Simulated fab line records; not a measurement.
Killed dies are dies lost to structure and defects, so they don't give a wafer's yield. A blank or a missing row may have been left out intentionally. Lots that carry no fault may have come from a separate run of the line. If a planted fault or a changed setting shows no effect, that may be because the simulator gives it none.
8D (eight disciplines) problem report, filled in by code + flow rit_cmos + the parts of the form that need people (team, actions taken, sign-off) are left out

== 1. PROBLEM STATEMENT ==
NWELL_RS at RIT_WELLDRIVE_RS_MEAS_01 reads a mean of 301.1 ohm/sq on 6 wafers of 2 lots; wafers without a fault read 275.5 ohm/sq with a standard deviation of 0.63. That puts it +41 standard deviations away from the usual mean.
The step: measures by four-point-probe.
First seen on wafer L396.3, day 5 10:23, on film_metro-03. At this step, 42 wafers from 14 lots have a number in the record. By rule, "out" or "out of limits" means more than 4 standard deviations away from the usual mean. Any other wafer with a number is counted as sound.

== 2. WHAT THIS IS AND IS NOT ==
| question                    | is                     | is not                                                                                       |
|-----------------------------|------------------------|----------------------------------------------------------------------------------------------|
| which readings at this step | NWELL_RS               | -                                                                                            |
| which lots                  | L396, L397             | L382, L383, L384, L385, L386, L387, L388, L398, L400, L401, L403, L404                       |
| which wafers of those lots  | all that have a number | -                                                                                            |
| read on which gauges        | film_metro-03          | film_metro-02, film_metro-04                                                                 |
| when                        | from day 5 10:23       | up to then (21 sound wafers); but 15 sound wafers of L398, L400, L401, L403, L404 came after |

== 3. WHAT RULES OUT EACH SUSPECT ==
Counting: a tool at any process step up to the reading remains a suspect when it ran all the lots that are out and ran no sound lot after the first of those.
- ruled out: the gauge at RIT_WELLDRIVE_RS_MEAS_01. All the wafers that are out were read on film_metro-03, but those of them that RIT_WELLDRIVE_ANNEAL_00 has rows for are out there too, on other tools.
- furnace-01 at RIT_WELLDRIVE_ANNEAL_00 (time 14700 s): kept. It processed each lot that is out, first L396 at day 5 05:16, and no sound lot thereafter; up to then, the last sound lot it processed was L388 at day 3 15:19. Out on those wafers are its own readings of run_length_s.
Remaining after the count: furnace-01 at RIT_WELLDRIVE_ANNEAL_00.

== 4. THE CAUSE (what the simulator had put in) ==
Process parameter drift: furnace-01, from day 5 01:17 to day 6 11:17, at RIT_WELLDRIVE_ANNEAL_00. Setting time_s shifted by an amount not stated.
After counting, this tool was the only one left.

== 5. THE CHAIN OF EFFECTS, in route order ==
One row per reading whose mean, taken over the struck wafers that have a number, lies over 3 standard deviations from the usual. Only readings whose record carries a usual standard deviation are examined. hours: median over the lots of the time between each lot's start at the first step of this table that gives one and its start at this step. sigmas: the change, counted in usual standard deviations.
| hours | step                     | reading      | usual        | on struck wafers | change | sigmas      |
|-------|--------------------------|--------------|--------------|------------------|--------|-------------|
| 0     | RIT_WELLDRIVE_ANNEAL_00  | run_length_s | 18273 s      | 12404            | -5868  | -99 or more |
| 5     | RIT_WELLDRIVE_RS_MEAS_01 | NWELL_RS     | 275.5 ohm/sq | 301.1            | +25.6  | +41         |
| 5     | RIT_WELLDRIVE_RS_MEAS_02 | PWELL_RS     | 426.3 ohm/sq | 453.4            | +27.1  | +23         |
The process steps in it:
- RIT_WELLDRIVE_ANNEAL_00: time 14700 s.

== 6. WHAT WOULD HAVE CAUGHT IT SOONER ==
The first out-of-limits reading at a measuring or inspecting step in this record came at day 5 10:23, 9 hours after the fault's start at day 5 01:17.
The tool's own readings at RIT_WELLDRIVE_ANNEAL_00 were out on every struck wafer that the step has a row for (run_length_s): an alarm limit on them would have fired on the first of those.
By day 5 10:23 the whole set of lots that are out, 2 in number, had already begun RIT_WELLDRIVE_ANNEAL_00 on furnace-01. None of them would have been spared by holding the tool at that moment.
